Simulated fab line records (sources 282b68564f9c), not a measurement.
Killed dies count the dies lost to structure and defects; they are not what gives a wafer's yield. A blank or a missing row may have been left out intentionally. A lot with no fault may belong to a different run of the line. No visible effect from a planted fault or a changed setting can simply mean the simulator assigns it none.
fab line records	flow rit-cmos
record lots=14	wafers=42	last-day=7
route steps=202 shown ACTIVE@15 NRETRO@59 SILICIDE@162 CONTACT@168 M1@202
lots that met no fault: from a run of the same line without faults
start-h: the number of hours between the record's first day and the start of the first shown wafer of the lot	wait-h: hours from the lot's prior step to this one	" unchanged from the row above	L1.1+2: one row covering several wafers at once	- either no value or no given start	* or withheld: withheld	< > ~ a bound
route shown NAME@n: NAME is a module with steps in the file, n the number in the route of the first one	usual: average and standard deviation across the fault-free wafers	same: alike in all rows	chamber/n: place in a boat	sites: the reading at each site	_std_site: the values' standard deviation	_edge_site: outer sites' mean less inner sites'	radius-mm: for every site, how far away it sits from the centre of the wafer	mask NAME#n: copy n	behind: the last tool/chamber to shape the wafer	hold: the reason the lot was held/the length of the hold in hours/how it ended	device: the n, p or np transistor that did not switch	end of line: the same wafers' tests at the end of the route	step lacking rows: just its recipe	killed: dies that structure and defects cost at the first sort, which is not the same as the wafer's yield	map: shows each die of a wafer: x if killed, . if not, _ if none is there
set.NAME: the setting as run; set.NAME@STEP: as run at that earlier step	model.NAME: the simulator's own value behind a step, which no gauge read
the route's steps for a sample of lots (tables are steps, rows are wafers)
services: a tool's chamber out of use, with start hour (start-h, from the record's first day; less than 0 if before it), hours out, and reason
## steps
# step RIT_ACTIVE_STRIP_14
# recipe chemistry=O2	time-s=180	resist=NOVOLAK	platen-temp-c=withheld	power-w=500	pressure-mtorr=4000	o2-flow-sccm=4000
# usual drypump-motor-current-A=5.5/0.35
# same time-s=180
lot.wafer	tool	chamber	start-h	wait-h	drypump-motor-current-A	rf-hours-counter-h
L148.2	plasma-asher-03	1	15.71	0.1	5.5	37
L148.4	"	1	"	"	5.5	-
L148.5	"	0	"	"	5.2	-
L149.1	plasma-asher-01	1	20.68	0.1	5.8	39
L149.4	"	0	"	"	5.9	-
L149.6	"	1	"	"	5.8	-
L151.2	plasma-asher-03	1	31.62	0.1	5.5	38
L151.3	"	1	"	"	5.4	-
L151.6	"	1	"	"	5.5	-
L152.4	plasma-asher-01	0	35.63	0.1	5.9	-
L152.5	"	1	"	"	5.8	-
L152.6	"	0	"	"	5.9	-
L154.4	plasma-asher-01	0	44.90	0.1	5.9	-
L154.5	"	1	"	"	5.8	-
L154.6	"	0	"	"	5.9	-
L155.1	plasma-asher-03	1	51.23	0.1	5.5	40
L155.3	"	0	"	"	5.1	-
L155.6	"	0	"	"	5.1	-
L158.4	plasma-asher-02	0	65.46	0.1	5.6	-
L158.5	"	0	"	"	5.6	-
L158.6	"	1	"	"	4.9	-
L159.1	plasma-asher-03	0	70.89	0.1	5.2	42
L159.3	"	0	"	"	5.1	-
L159.5	"	0	"	"	5.1	-
L160.1	plasma-asher-01	1	75.68	0.1	5.8	44
L160.5	"	1	"	"	5.8	-
L160.6	"	0	"	"	5.9	-
L161.1	plasma-asher-02	0	80.73	0.1	5.6	43
L161.2	"	1	"	"	4.9	43
L161.6	"	1	"	"	4.9	-
L162.1	plasma-asher-01	0	85.15	0.1	5.9	45
L162.3	"	1	"	"	5.8	-
L162.4	"	0	"	"	5.9	-
L163.1	plasma-asher-03	1	90.18	0.1	5.4	44
L163.2	"	0	"	"	5.1	44
L163.5	"	0	"	"	5.1	-
L164.1	plasma-asher-03	1	96.96	0.1	5.5	45
L164.3	"	1	"	"	5.5	-
L164.4	"	0	"	"	5.1	-
L170.1	plasma-asher-01	1	126.11	0.1	5.8	1
L170.2	"	0	"	"	5.9	1
L170.6	"	1	"	"	5.8	-
# step RIT_NRETRO_OVL_MEAS_06
# usual NRETRO_OVL=0.3/1.5
lot.wafer	tool	chamber	start-h	wait-h	NRETRO_OVL[nm]
L148.2	overlay-02	-	29.85	-	1.8
L148.4	"	-	"	"	1.2
L148.5	"	-	"	"	1.6
L149.1	overlay-01	-	34.87	-	-1.7
L149.4	"	-	"	"	1.9
L149.6	"	-	"	"	0.7
L151.2	overlay-02	-	47.87	-	1.0
L151.3	"	-	"	"	0.3
L151.6	"	-	"	"	0.2
L152.4	overlay-02	-	51.57	-	1.3
L152.5	"	-	"	"	0.2
L152.6	"	-	"	"	1.7
L154.4	overlay-02	-	60.03	-	-2.0
L154.5	"	-	"	"	0.1
L154.6	"	-	"	"	-0.2
L155.1	overlay-02	-	70.14	-	1.0
L155.3	"	-	"	"	0.5
L155.6	"	-	"	"	2.6
L158.4	overlay-02	-	81.56	-	-2.5
L158.5	"	-	"	"	-3.2
L158.6	"	-	"	"	-1.0
L159.1	overlay-01	-	85.63	-	0.6
L159.3	"	-	"	"	2.4
L159.5	"	-	"	"	0.4
L160.1	overlay-02	-	90.62	-	-0.2
L160.5	"	-	"	"	-2.2
L160.6	"	-	"	"	1.0
L161.1	overlay-01	-	95.29	-	2.8
L161.2	"	-	"	"	2.1
L161.6	"	-	"	"	3.1
L162.1	overlay-02	-	100.44	-	0.2
L162.3	"	-	"	"	-0.9
L162.4	"	-	"	"	-0.7
L163.1	overlay-01	-	105.35	-	0.0
L163.2	"	-	"	"	-1.8
L163.5	"	-	"	"	-0.1
L164.1	overlay-01	-	111.28	-	-0.2
L164.3	"	-	"	"	-0.6
L164.4	"	-	"	"	0.3
L170.1	overlay-02	-	140.04	-	-1.4
L170.2	"	-	"	"	-0.9
L170.6	"	-	"	"	0.3
# step RIT_SILICIDE_SPUTTER_01
# recipe material=Ti	target-thk-nm=30	power-w=350	chamber-pressure-pa=0.667	gas=Ar	time-s=240	substrate-temp-c=25
# usual throttle-valve-pct=29.8/0.78
lot.wafer	tool	chamber	start-h	wait-h	throttle-valve-pct
L148.2	pvd-sputter-01	-	51.96	0.0	30.4
L148.4	"	-	"	"	30.4
L148.5	"	-	"	"	30.7
L149.1	pvd-sputter-03	-	56.17	0.0	30.4
L149.4	"	-	"	"	29.4
L149.6	"	-	"	"	30.3
L151.2	pvd-sputter-03	-	70.44	0.0	30.3
L151.3	"	-	"	"	30.0
L151.6	"	-	"	"	28.6
L152.4	pvd-sputter-01	-	78.31	0.0	30.0
L152.5	"	-	"	"	29.4
L152.6	"	-	"	"	30.8
L154.4	pvd-sputter-01	-	82.38	0.1	30.2
L154.5	"	-	"	"	30.5
L154.6	"	-	"	"	29.5
L155.1	pvd-sputter-03	-	91.40	0.0	29.4
L155.3	"	-	"	"	30.0
L155.6	"	-	"	"	29.3
L158.4	pvd-sputter-01	-	107.29	0.0	30.3
L158.5	"	-	"	"	30.0
L158.6	"	-	"	"	30.6
L159.1	pvd-sputter-03	-	112.08	0.0	30.2
L159.3	"	-	"	"	29.7
L159.5	"	-	"	"	28.9
L160.1	pvd-sputter-01	-	114.17	0.0	30.8
L160.5	"	-	"	"	29.4
L160.6	"	-	"	"	30.1
L161.1	pvd-sputter-01	-	119.40	0.0	30.0
L161.2	"	-	"	"	30.6
L161.6	"	-	"	"	30.7
L162.1	pvd-sputter-04	-	123.76	0.0	29.9
L162.3	"	-	"	"	27.5
L162.4	"	-	"	"	29.9
L163.1	pvd-sputter-01	-	126.32	0.0	30.8
L163.2	"	-	"	"	30.0
L163.5	"	-	"	"	30.8
L164.1	pvd-sputter-04	-	131.97	0.0	27.5
L164.3	"	-	"	"	30.1
L164.4	"	-	"	"	29.8
L170.1	pvd-sputter-03	-	162.99	0.0	29.2
L170.2	"	-	"	"	30.3
L170.6	"	-	"	"	28.9
# step RIT_SILICIDE_RS_MEAS_02
# recipe thk-meas-gauge=four-point-probe	reads=Ti_of_SILICIDE_SPUTTER_01
# usual SILICIDE_TI_RS=47.9/0.64
lot.wafer	tool	chamber	start-h	wait-h	SILICIDE_TI_RS[ohm/sq]
L148.2	film-metro-03	-	52.13	0.1	48.7
L148.4	"	-	"	"	47.8
L148.5	"	-	"	"	48.5
L149.1	film-metro-04	-	56.32	0.1	47.8
L149.4	"	-	"	"	47.3
L149.6	"	-	"	"	47.7
L151.2	film-metro-01	-	70.61	0.1	49.0
L151.3	"	-	"	"	48.4
L151.6	"	-	"	"	48.4
L152.4	film-metro-01	-	78.52	0.1	46.6
L152.5	"	-	"	"	47.5
L152.6	"	-	"	"	47.5
L154.4	film-metro-04	-	82.52	0.1	48.3
L154.5	"	-	"	"	48.3
L154.6	"	-	"	"	49.1
L155.1	film-metro-01	-	91.55	0.1	47.2
L155.3	"	-	"	"	46.8
L155.6	"	-	"	"	47.2
L158.4	film-metro-04	-	107.50	0.1	49.3
L158.5	"	-	"	"	48.7
L158.6	"	-	"	"	48.5
L159.1	film-metro-01	-	112.23	0.1	47.7
L159.3	"	-	"	"	47.3
L159.5	"	-	"	"	47.3
L160.1	film-metro-01	-	114.32	0.1	47.4
L160.5	"	-	"	"	47.9
L160.6	"	-	"	"	47.6
L161.1	film-metro-03	-	119.55	0.1	47.4
L161.2	"	-	"	"	42.4
L161.6	"	-	"	"	42.2
L162.1	film-metro-03	-	123.91	0.1	47.2
L162.3	"	-	"	"	46.8
L162.4	"	-	"	"	47.9
L163.1	film-metro-01	-	126.47	0.1	42.0
L163.2	"	-	"	"	47.7
L163.5	"	-	"	"	47.9
L164.1	film-metro-03	-	132.12	0.1	47.1
L164.3	"	-	"	"	48.4
L164.4	"	-	"	"	49.0
L170.1	film-metro-03	-	163.14	0.1	47.1
L170.2	"	-	"	"	47.0
L170.6	"	-	"	"	47.5
# step RIT_SILICIDE_THK_MEAS_03
# recipe thk-meas-gauge=xrf	reads=Ti_of_SILICIDE_SPUTTER_01
# usual SILICIDE_TI_THK=30.3/0.33
lot.wafer	tool	chamber	start-h	wait-h	SILICIDE_TI_THK[nm]
L148.2	film-metro-03	-	52.24	0.1	29.8
L148.4	"	-	"	"	30.3
L148.5	"	-	"	"	29.9
L149.1	film-metro-04	-	56.44	0.1	30.4
L149.4	"	-	"	"	30.6
L149.6	"	-	"	"	30.3
L151.2	film-metro-01	-	70.72	0.1	29.9
L151.3	"	-	"	"	29.9
L151.6	"	-	"	"	30.2
L152.4	film-metro-01	-	78.61	0.1	31.2
L152.5	"	-	"	"	30.6
L152.6	"	-	"	"	30.6
L154.4	film-metro-04	-	82.61	0.1	30.3
L154.5	"	-	"	"	30.1
L154.6	"	-	"	"	29.9
L155.1	film-metro-01	-	91.67	0.1	30.6
L155.3	"	-	"	"	31.1
L155.6	"	-	"	"	30.7
L158.4	film-metro-04	-	107.59	0.1	29.7
L158.5	"	-	"	"	29.8
L158.6	"	-	"	"	30.0
L159.1	film-metro-01	-	112.35	0.1	30.3
L159.3	"	-	"	"	30.3
L159.5	"	-	"	"	30.3
L160.1	film-metro-01	-	114.44	0.1	30.3
L160.5	"	-	"	"	30.2
L160.6	"	-	"	"	30.1
L161.1	film-metro-03	-	119.67	0.1	30.4
L161.2	"	-	"	"	33.1
L161.6	"	-	"	"	33.2
L162.1	film-metro-03	-	124.03	0.1	30.5
L162.3	"	-	"	"	30.7
L162.4	"	-	"	"	30.1
L163.1	film-metro-01	-	126.59	0.1	33.6
L163.2	"	-	"	"	30.4
L163.5	"	-	"	"	30.3
L164.1	film-metro-03	-	132.24	0.1	30.5
L164.3	"	-	"	"	30.0
L164.4	"	-	"	"	29.6
L170.1	film-metro-03	-	163.26	0.1	30.5
L170.2	"	-	"	"	30.7
L170.6	"	-	"	"	30.4
# step RIT_CONTACT_CVD_00
# recipe material=SiO2	target-thk-nm=400	precursor=TEOS	temp-c=390	time-s=61	rf-w=400
# usual heater-power-w=340/37	rf-fwd-power-W=397.2/1.5
# same time-s=61
lot.wafer	tool	chamber	start-h	wait-h	heater-power-w	rf-fwd-power-W
L148.2	pecvd-01	0	52.46	0.0	306	396.3
L148.4	"	0	"	"	323	396.6
L148.5	"	2	"	"	326	398.9
L149.1	pecvd-03	2	56.68	0.1	377	398.6
L149.4	"	1	"	"	399	397.9
L149.6	"	2	"	"	383	397.5
L151.2	pecvd-01	2	70.95	0.0	324	396.4
L151.3	"	0	"	"	309	396.0
L151.6	"	2	"	"	325	398.0
L152.4	pecvd-03	2	78.89	0.0	342	398.0
L152.5	"	0	"	"	382	396.3
L152.6	"	1	"	"	396	396.4
L154.4	pecvd-01	0	82.84	0.0	296	395.2
L154.5	"	1	"	"	314	399.6
L154.6	"	2	"	"	320	400.0
L155.1	pecvd-03	2	91.90	0.1	354	398.6
L155.3	"	1	"	"	365	397.7
L155.6	"	2	"	"	363	398.6
L158.4	pecvd-03	0	107.82	0.0	308	397.5
L158.5	"	1	"	"	308	399.5
L158.6	"	2	"	"	405	398.9
L159.1	pecvd-04	1	112.59	0.1	327	397.1
L159.3	"	0	"	"	303	396.0
L159.5	"	1	"	"	345	395.9
L160.1	pecvd-01	2	114.68	0.1	343	397.0
L160.5	"	1	"	"	350	398.9
L160.6	"	0	"	"	319	397.6
L161.1	pecvd-03	0	119.91	0.1	402	394.9
L161.2	"	2	"	"	365	399.3
L161.6	"	1	"	"	344	399.4
L162.1	pecvd-04	0	124.26	0.1	340	395.4
L162.3	"	2	"	"	353	396.6
L162.4	"	0	"	"	252	397.8
L163.1	pecvd-01	1	126.83	0.1	368	397.2
L163.2	"	2	"	"	340	397.7
L163.5	"	2	"	"	359	396.6
L164.1	pecvd-03	1	132.55	0.1	384	397.0
L164.3	"	2	"	"	357	397.6
L164.4	"	0	"	"	379	396.4
L170.1	pecvd-03	0	163.56	0.1	406	396.2
L170.2	"	1	"	"	353	399.8
L170.6	"	0	"	"	312	395.4
# step RIT_M1_PROBE_99
# usual killed-at-front-end=7/3.1	killed-dies=7/3.1	killed-open=3.5/2	killed-short=3.3/2
# same gross-dies=264	killed_at_M0_to_M3=0	killed_at_M4_up=0	killed-at-back-side=0	killed-at-contacts=0	killed-at-other=0
lot.wafer	tool	chamber	start-h	wait-h	killed-at-front-end	killed-dies	killed-open	killed-short
L151.2	prober-01	-	77.62	0.1	5	5	4	1
L151.3	prober-01	-	77.67	0.2	3	3	2	1
L151.6	prober-01	-	77.82	0.2	8	8	4	4
L152.4	prober-02	-	85.40	0.2	5	5	3	2
L152.5	prober-02	-	85.45	0.2	5	5	5	0
L152.6	prober-02	-	85.50	0.2	2	2	2	0
L154.4	prober-02	-	89.36	0.2	8	8	2	6
L154.5	prober-02	-	89.41	0.2	6	6	1	5
L154.6	prober-02	-	89.46	0.2	4	4	1	3
L155.1	prober-01	-	98.67	0.1	8	8	2	6
L155.3	prober-01	-	98.77	0.2	4	4	2	2
L155.6	prober-01	-	98.92	0.2	10	10	4	6
L160.1	prober-02	-	121.16	0.1	4	4	1	3
L160.5	prober-02	-	121.36	0.2	6	6	2	4
L160.6	prober-02	-	121.41	0.2	7	7	3	4
L162.1	prober-02	-	130.60	0.1	7	7	5	2
L162.3	prober-02	-	130.70	0.2	2	2	2	0
L162.4	prober-02	-	130.75	0.2	3	3	2	1
L164.1	prober-02	-	139.08	0.1	7	7	5	2
L164.3	prober-02	-	139.18	0.2	7	7	4	3
L164.4	prober-02	-	139.23	0.2	13	13	4	9
# killed by level:class
L151.2 GATE:geometric-particle:open=2 FOX1:geometric-particle:open=1 GATE:geometric-particle:short=1 SPACER:geometric-particle:open=1
L151.3 FOX2:geometric-particle:open=1 GATE:geometric-particle:open=1 GATE:geometric-particle:short=1
L151.6 FOX1:geometric-particle:short=1 FOX1:geometric-particle:open=1 FOX2:geometric-particle:short=1 FOX2:geometric-particle:open=1 GATE:geometric-particle:short=1 REOX:geometric-particle:open=1 SILICIDE:geometric-particle:short=1 SILICIDE:geometric-particle:open=1
L152.4 FOX1:geometric-particle:short=1 FOX1:geometric-particle:open=1 GATE:geometric-particle:open=1 REOX:geometric-particle:short=1 SILICIDE:geometric-particle:open=1
L152.5 GATE:geometric-particle:open=2 SPACER:geometric-particle:open=2 FOX1:geometric-particle:open=1
L152.6 GATE:geometric-particle:open=2
L154.4 REOX:geometric-particle:short=4 FOX2:geometric-particle:short=1 GATE:geometric-particle:open=1 REOX:geometric-particle:open=1 SPACER:geometric-particle:short=1
L154.5 GATE:geometric-particle:short=2 SPACER:geometric-particle:short=2 FOX1:geometric-particle:short=1 FOX1:geometric-particle:open=1
L154.6 SPACER:geometric-particle:short=2 FOX2:geometric-particle:short=1 SPACER:geometric-particle:open=1
L155.1 GATE:geometric-particle:short=2 REOX:geometric-particle:short=2 SILICIDE:geometric-particle:short=2 FOX1:geometric-particle:open=1 SPACER:geometric-particle:open=1
L155.3 REOX:geometric-particle:short=2 FOX2:geometric-particle:open=1 SPACER:geometric-particle:open=1
L155.6 SILICIDE:geometric-particle:short=3 SILICIDE:geometric-particle:open=2 FOX1:geometric-particle:short=1 FOX2:geometric-particle:short=1 GATE:geometric-particle:open=1 SPACER:geometric-particle:short=1 SPACER:geometric-particle:open=1
L160.1 FOX2:geometric-particle:short=1 GATE:geometric-particle:open=1 GATE:geometric-particle:short=1 SPACER:geometric-particle:short=1
L160.5 GATE:geometric-particle:short=2 FOX1:geometric-particle:short=1 FOX2:geometric-particle:open=1 REOX:geometric-particle:short=1 SPACER:geometric-particle:open=1
L160.6 FOX2:geometric-particle:short=2 GATE:geometric-particle:open=2 GATE:geometric-particle:short=2 SPACER:geometric-particle:open=1
L162.1 GATE:geometric-particle:open=4 FOX2:geometric-particle:open=1 GATE:geometric-particle:short=1 REOX:geometric-particle:short=1
L162.3 GATE:geometric-particle:open=1 SPACER:geometric-particle:open=1
L162.4 FOX1:geometric-particle:open=1 FOX1:geometric-particle:short=1 GATE:geometric-particle:open=1
L164.1 FOX1:geometric-particle:open=2 SPACER:geometric-particle:open=2 FOX1:geometric-particle:short=1 GATE:geometric-particle:open=1 GATE:geometric-particle:short=1
L164.3 FOX1:geometric-particle:short=1 FOX1:geometric-particle:open=1 GATE:geometric-particle:open=1 GATE:geometric-particle:short=1 REOX:geometric-particle:open=1 SPACER:geometric-particle:short=1 SPACER:geometric-particle:open=1
L164.4 GATE:geometric-particle:short=5 GATE:geometric-particle:open=3 FOX1:geometric-particle:short=2 FOX1:geometric-particle:open=1 REOX:geometric-particle:short=1 SILICIDE:geometric-particle:short=1
## services
tool	chamber	start-h	hours	kind
pecvd-03	-	-4.40	0.3	repair
pecvd-04	-	6.89	2.6	repair
pecvd-03	1	37.46	18.8	repair
pvd-sputter-04	-	39.04	1.3	repair
pecvd-01	-	50.86	0.8	pm
pvd-sputter-04	-	58.27	0.9	repair
pvd-sputter-03	-	72.28	2.0	repair
plasma-asher-02	-	75.76	0.5	repair
plasma-asher-01	-	81.88	3.2	repair
pecvd-04	0	91.12	4.0	repair
pecvd-03	-	95.13	5.5	pm
plasma-asher-01	-	108.75	9.0	pm
plasma-asher-01	0	108.75	9.0	vent-cycle
plasma-asher-01	1	108.75	9.0	vent-cycle
plasma-asher-01	-	110.76	0.7	repair
pvd-sputter-03	-	114.87	4.6	repair
plasma-asher-01	0	117.75	-	clean
plasma-asher-01	1	117.75	-	clean
pecvd-01	0	119.04	5.2	repair
plasma-asher-02	-	124.14	9.8	repair
pecvd-03	-	145.62	1.8	repair
pvd-sputter-03	-	157.99	2.9	repair
## key
first-sign step=RIT_SILICIDE_RS_MEAS_02	reading=SILICIDE_TI_RS	direction=down	sigmas=8.8	usual=47.9	struck=42.2
effect step=RIT_SILICIDE_THK_MEAS_03	reading=SILICIDE_TI_THK	direction=up	sigmas=9	usual=30.3	struck=33.3
met-at RIT_SILICIDE_SPUTTER_01
struck-lots L161,L163
struck-wafers L161.2,L161.6,L163.1
tester-left-out L161,L163
not-acting-at RIT_ACTIVE_STRIP_14,RIT_NRETRO_OVL_MEAS_06,RIT_CONTACT_CVD_00
onset-between 114.17 119.40
fault kind=process-parameter-drift	tool=pvd-sputter-01	chamber=-	onset-h=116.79	steps=RIT_SILICIDE_SPUTTER_01	channel=time-s	offset=*	shape=step	end-h=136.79	stated=*	scope=struck-wafers-only
# tester-left-out: of these lots the tester's yield and bins aren't shown, on N5 and GAA mostly nor the transistor test; their killed dies are dies lost to structure and defects alone, not to doping, threshold or leakage, so they don't give the yield
